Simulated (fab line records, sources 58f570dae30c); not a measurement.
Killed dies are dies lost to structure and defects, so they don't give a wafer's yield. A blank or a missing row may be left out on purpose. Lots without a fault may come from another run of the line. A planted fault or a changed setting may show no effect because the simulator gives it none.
Problem report in the 8D (eight disciplines) form, filled by code | flow berkeley_cmos170 | the parts of the form that need people (team, actions taken, sign-off) are left out

1. THE PROBLEM
dose_ions_cm2 at UCB170_NWELL_IMPLANT_14 reads a mean of 1.040e+13 on 6 wafers of 2 lots; wafers without a fault read 9.998e+12 with a standard deviation of 1.1e+10. That is +36 standard deviations from the usual mean.
First seen on wafer L782.2, day 4 11:37, on implanter-04. The record holds 18 wafers of 6 lots with a number at this step. Rule for "out", or "out of limits": more than 4 standard deviations from the usual mean. The other wafers with a number count as sound.

2. WHAT IT IS AND WHAT IT IS NOT
question                    | is                     | is not
which readings at this step | dose_ions_cm2          | -
which lots                  | L782, L786             | L773, L778, L787, L793
which wafers of those lots  | all that have a number | -
read on which tools         | implanter-04           | implanter-01, implanter-02
when                        | from day 4 11:37       | up to then (6 sound wafers); but 6 sound wafers of L787, L793 came after

3. SUSPECTS, AND WHAT RULES EACH OUT
Counting: a tool at a process step up to the reading stays a suspect if it ran every lot that is out and no sound lot after the first of them.
- implanter-04 at UCB170_NWELL_IMPLANT_14: kept. It ran every lot that is out, first L782 (day 4 11:37), and no sound lot after that; its last sound lot up to then is L773 (day 2 12:52). Its own readings are out on those wafers: dose_ions_cm2.
Left after counting: implanter-04 at UCB170_NWELL_IMPLANT_14.

4. THE CAUSE (what the simulator had put in)
Process parameter drift: implanter-04, from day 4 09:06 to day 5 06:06, at UCB170_NWELL_IMPLANT_14. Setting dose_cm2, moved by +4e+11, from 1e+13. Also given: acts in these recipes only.
Counting left only this tool.

5. THE CHAIN OF EFFECTS, in route order
Each row: a reading whose mean over the struck wafers that have a number lies more than 3 standard deviations from the usual. Only readings for which the record gives a usual standard deviation are gone through. hours: the time from each lot's start at the first step in this table that gives one to its start at this step, as a median over the lots. sigmas: the change in usual standard deviations.
hours | step                    | reading       | usual     | on struck wafers | change     | sigmas
0     | UCB170_NWELL_IMPLANT_14 | dose_ions_cm2 | 9.998e+12 | 1.040e+13        | +3.987e+11 | +36
The process steps in it:
- UCB170_NWELL_IMPLANT_14

6. WHAT WOULD HAVE CAUGHT IT SOONER
In this record the first reading out of limits was taken at day 4 11:37, 3 hours after the fault began at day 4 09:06.
